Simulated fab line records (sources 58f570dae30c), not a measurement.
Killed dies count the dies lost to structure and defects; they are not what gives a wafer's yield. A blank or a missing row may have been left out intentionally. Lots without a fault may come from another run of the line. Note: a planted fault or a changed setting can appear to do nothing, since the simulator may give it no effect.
8D (eight disciplines) problem report, filled in by code    flow berkeleyCmos170    the parts of the form that need people (team, actions taken, sign-off) are left out

## 1. WHAT WENT WRONG
Mean CONTACT_PSG_THK at UCB170_CONTACT_THK_MEAS_02: 309 nm over 12 wafers in 4 lots; fault-free wafers: 704 nm, standard deviation 5. Relative to the usual mean, that is a shift of -79 standard deviations.
First observed at day 9 14:52: wafer L760.2, on filmMetro-01. The record has a number at this step for 48 wafers belonging to 16 lots. The rule behind "out" and "out of limits": a value lying over 4 standard deviations away from the usual mean. Any other wafer with a number is counted as sound.

## 2. WHAT IT IS AND WHAT IT IS NOT
question                     is                          is not
which readings at this step  CONTACT_PSG_THK             -
which lots                   L759, L760, L761, L762      L754, L755, L756, L757, L758, L763, L765, L769, L771, L773, L775, L776
which wafers of those lots   all that have a number      -
read on which gauges         filmMetro-01, filmMetro-04  filmMetro-03
when                         from day 9 14:52            up to then (15 sound wafers); but 21 sound wafers of L763, L765, L769, L771, L773, L775, L776 came after

## 3. THE SUSPECTS, EACH WITH WHAT RULES IT OUT
Counting: a tool at a process step up to the reading stays a suspect if it ran every lot that is out and no sound lot after the first of them.
- the gauge at UCB170_CONTACT_THK_MEAS_02: ruled out. The wafers that are out were read on 2 gauges (filmMetro-01, filmMetro-04).
- lpcvd-01 at UCB170_CONTACT_CVD_01 (deposits PSG from SiH4/O2/PH3, target thk 700 nm, time 2820 s): kept. It processed each lot that is out, first L760 at day 9 13:04, and no sound lot thereafter; up to then, the last sound lot it processed was L758 at day 9 00:52.
After counting, what remains is lpcvd-01 at UCB170_CONTACT_CVD_01.

## 4. THE CAUSE (what the simulator had put in)
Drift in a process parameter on lpcvd-01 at UCB170_CONTACT_CVD_01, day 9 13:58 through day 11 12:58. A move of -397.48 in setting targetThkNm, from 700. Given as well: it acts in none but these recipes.
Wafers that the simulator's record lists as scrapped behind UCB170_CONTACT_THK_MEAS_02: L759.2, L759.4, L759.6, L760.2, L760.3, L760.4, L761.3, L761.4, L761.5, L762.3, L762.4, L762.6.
After counting, this tool was the only one left.

## 5. THE CHAIN OF EFFECTS, in route order
Rows list readings where the struck wafers' mean (over those with a number) sits beyond 3 standard deviations from the usual. Only readings whose record carries a usual standard deviation are examined. hours: median over the lots of the time between each lot's start at the first step of this table that gives one and its start at this step. sigmas: the change, counted in usual standard deviations.
hours  step                        reading          usual   on struck wafers  change  sigmas
0      UCB170_CONTACT_THK_MEAS_02  CONTACT_PSG_THK  704 nm  309               -395    -79

## 6. WHAT WOULD HAVE CAUGHT IT SOONER
In this record the first reading out of limits at a measuring or inspecting step was taken at day 9 14:52, 1 hour after the fault began at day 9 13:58.
No tool reading at UCB170_CONTACT_CVD_01 that has a usual standard deviation in the record was out on any struck wafer, so an alarm limit of 4 standard deviations on those readings would not have fired.
Of the lots that are out (4), L762 began UCB170_CONTACT_CVD_01 on lpcvd-01 after day 9 14:52. A tool hold placed at that time would have kept it from harm.
